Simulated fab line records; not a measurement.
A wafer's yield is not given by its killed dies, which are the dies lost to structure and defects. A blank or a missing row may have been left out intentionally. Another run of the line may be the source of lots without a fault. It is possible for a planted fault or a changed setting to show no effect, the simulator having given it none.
Which tool is to blame? | flow rit-cmos | Sampling: 14 lots, 42 wafers, 2 of 202 route steps

WHAT THE GAUGES READ, wafer by wafer
RIT_ACTIVE_THK_MEAS_02.
lot  | measured    | on            | ACTIVE_OXIDE_THK (nm)
L769 | day 1 12:56 | film-metro-04 | 47.7 47.5 47.4
L770 | day 1 20:02 | film-metro-04 | 46.6 45.3 45.9
L771 | day 1 22:03 | film-metro-01 | 46.2 46.5 46.3
L772 | day 2 03:04 | film-metro-03 | 47.5 46.4 45.5
L773 | day 2 08:08 | film-metro-01 | 47.6 47.6 48.2
L774 | day 2 13:04 | film-metro-04 | 46.4 46.0 47.0
L775 | day 2 18:04 | film-metro-04 | 28.8 28.1 27.6 28.8 28.1 27.6
L776 | day 2 23:03 | film-metro-01 | 46.2 47.2 46.8
L777 | day 3 04:03 | film-metro-03 | 47.8 47.1 48.6
L778 | day 3 09:03 | film-metro-04 | 45.3 46.1 45.8
L779 | day 3 14:03 | film-metro-04 | 29.3 29.7 30.9 29.3 29.7 30.9
L784 | day 4 15:03 | film-metro-01 | 47.6 48.3 47.1
L791 | day 6 02:04 | film-metro-04 | 46.4 46.6 46.6
L792 | day 6 07:04 | film-metro-01 | 47.7 48.5 47.3

WHICH TOOL RAN EACH LOT (tool, then ch and the chambers of the sampled wafers, then the start)
lot  | RIT_ACTIVE_OXIDATION_01
L769 | furnace-02 ch 0, day 1 11:00
L770 | furnace-02 ch 0, day 1 18:06
L771 | furnace-02 ch 0, day 1 20:07
L772 | furnace-03 ch 0, day 2 01:07
L773 | furnace-02 ch 0, day 2 06:11
L774 | furnace-03 ch 0, day 2 11:07
L775 | furnace-03 ch 0, day 2 16:07
L776 | furnace-02 ch 0, day 2 21:07
L777 | furnace-01 ch 0, day 3 02:07
L778 | furnace-02 ch 0, day 3 07:07
L779 | furnace-03 ch 0, day 3 12:07
L784 | furnace-01 ch 0, day 4 13:07
L791 | furnace-03 ch 0, day 6 00:07
L792 | furnace-01 ch 0, day 6 05:07
- RIT_ACTIVE_OXIDATION_01: target thk 46.8 nm, ox time 3360 s.

WHAT THE TOOLS THEMSELVES READ (means of the sampled wafers that have a number; where no wafer has one, the mark that the record gives instead)
RIT_ACTIVE_OXIDATION_01.
lot  | tool       | ox-temp-c-max | spike-tc-load-C (C) | zone-power-load-pct (%)
L769 | furnace-02 | 1006.5        | 1030.3              | 35.4
L770 | furnace-02 | 1006.4        | 1031.0              | 35.2
L771 | furnace-02 | 1005.7        | 1030.3              | 35.0
L772 | furnace-03 | 1007.0        | 1030.3              | 35.9
L773 | furnace-02 | 1006.6        | 1031.5              | 34.8
L774 | furnace-03 | 1006.7        | 1030.4              | 36.0
L775 | furnace-03 | 1007.3        | 1031.4              | 35.7
L776 | furnace-02 | 1005.3        | 1030.9              | 35.3
L777 | furnace-01 | 1006.5        | 1028.1              | 31.6
L778 | furnace-02 | 1005.6        | 1030.3              | 35.2
L779 | furnace-03 | 1006.0        | 1031.5              | 36.0
L784 | furnace-01 | 1006.1        | 1027.3              | 31.4
L791 | furnace-03 | 1006.4        | 1032.0              | 35.3
L792 | furnace-01 | 1005.1        | 1026.9              | 31.2

THE ANSWER, worked out from the rows above alone
Rule: usual is defined by the lots themselves. The widest of any qualifying gaps counts: lots, ordered by their means at a reading, are off when they make up no more than a third of the lots, leave a main group of 4 or more, and stand apart from it by 3 or more times the standard deviation of that group's means. Not used: any main group whose means are identical at the precision the tables above print for the reading. A lot without any number at a reading at which 4 lots or more have one is off too. The other lots that the step has rows for count as sound. First the gauges in route order, then the tools' own readings, where a lot's mean is used as printed above. At the first step where some lot is off, the reading lying furthest off is the one used; lots without a number count as furthest.
Off: at RIT_ACTIVE_THK_MEAS_02 (ACTIVE_OXIDE_THK), L775, L779. For the main group the mean is 46.9 nm and the standard deviation 0.75.
If a tool, at a process step before that reading, ran all the lots that are off and no sound lot after the first of them, it fits. Gauges at RIT_ACTIVE_THK_MEAS_02: tried the same way as those tools. No candidate that was tried fits.

WHAT THE SIMULATOR HAD PUT IN
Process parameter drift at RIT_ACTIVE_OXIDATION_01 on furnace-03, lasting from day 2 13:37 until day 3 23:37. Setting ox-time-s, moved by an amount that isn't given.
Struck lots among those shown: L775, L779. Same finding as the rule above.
